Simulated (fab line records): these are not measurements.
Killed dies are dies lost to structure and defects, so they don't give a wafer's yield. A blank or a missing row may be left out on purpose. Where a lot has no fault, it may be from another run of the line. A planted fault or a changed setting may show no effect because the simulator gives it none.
A lot that was struck, set against a sound lot    flow rit_cmos    15 out of 202 route steps
Sound: wafers L776.3, L776.5, L776.6. The struck wafers were L780.1, L780.2, L780.6. Last of all comes the cause.
At each step with rows: each side's tool, then ch and its chambers, then its first start. Under that, the readings that differ: sound wafers    struck wafers    difference of the means    sigmas: that difference in standard deviations of wafers without a fault.
alike: readings with means less than 2 such deviations apart, plus words and numbers identical on both sides. not compared: withheld readings, readings lacking a value on some wafer, bounds such as >300 that could conceal the same value, and numbers that have no deviation in the record and whose values overlap.
The two part at a step that has a row with sigmas, a row that says differs or no value, or rows on one side only. Numbers that have no deviation but don't overlap get no sigmas and don't part them. Lack of a reading on every wafer of one side parts them only where that side has two or more wafers.

RIT_NWELL_OVL_MEAS_06:
  struck on overlay-01, day 3 19:34; sound on overlay-02, day 3 00:28
  alike: NWELL_OVL
then, 2 steps without rows for these wafers: RIT_NWELL_HARDBAKE_07 (time 120 s); RIT_NWELL_IMPLANT_08.
RIT_NWELL_STRIP_09: strips in O2, time 180 s.
  sound on plasma_asher-04 ch 0,1, day 3 00:57; struck on plasma_asher-02 ch 0,1, day 3 19:59
reading                      sound        struck       difference  sigmas
drypump_motor_current_A (A)  4.8 5.6 4.8  6.1 6.8 6.1  +1.3        +2
  not compared: rf_hours_counter_h
RIT_NWELL_TW_MEAS_10:
  struck on film_metro-01, day 3 20:10; sound on film_metro-03, day 3 01:05
  alike: NWELL_TW
then, 6 steps without rows for these wafers: RIT_PWELL_HMDS_00 (prime time 60 s); RIT_PWELL_COAT_01 (resist thk 1300 nm); RIT_PWELL_SOFTBAKE_02 (time 60 s); RIT_PWELL_EXPOSE_03 (exposes mask M3, target cd 43700 nm); RIT_PWELL_PEB_04; RIT_PWELL_DEVELOP_05 (develop time 68 s).
RIT_PWELL_OVL_MEAS_06:
  struck on overlay-01, day 3 21:07; sound on overlay-01, day 3 02:09
  alike: PWELL_OVL
RIT_PWELL_HARDBAKE_07: time 120 s.
  sound on litho_track-03 ch 0, day 3 02:15; struck on litho_track-03 ch 0, day 3 21:08
reading                                     sound                 struck                difference  sigmas
heater_power_total_W (W)                    51.93 52.04 52.15     49.17 49.16 49.26     -2.84       -41
plate_temp_C (C)                            140.07 140.06 139.93  134.32 134.43 134.17  -5.71       -38
model.NOVOLAK_of_PWELL_COAT_01.thk_nm (nm)  1134 1134 1132        1141 1144 1143        +9          
then, 1 step without rows for these wafers: RIT_PWELL_IMPLANT_08.
RIT_M1_PROBE_99:
  sound wafers here have rows in the record (prober-02, day 4 14:58); struck ones have none

WHERE THEY PART
First at RIT_NWELL_STRIP_09; last, within this record, at RIT_M1_PROBE_99.

WHY: what had been put in by the simulator
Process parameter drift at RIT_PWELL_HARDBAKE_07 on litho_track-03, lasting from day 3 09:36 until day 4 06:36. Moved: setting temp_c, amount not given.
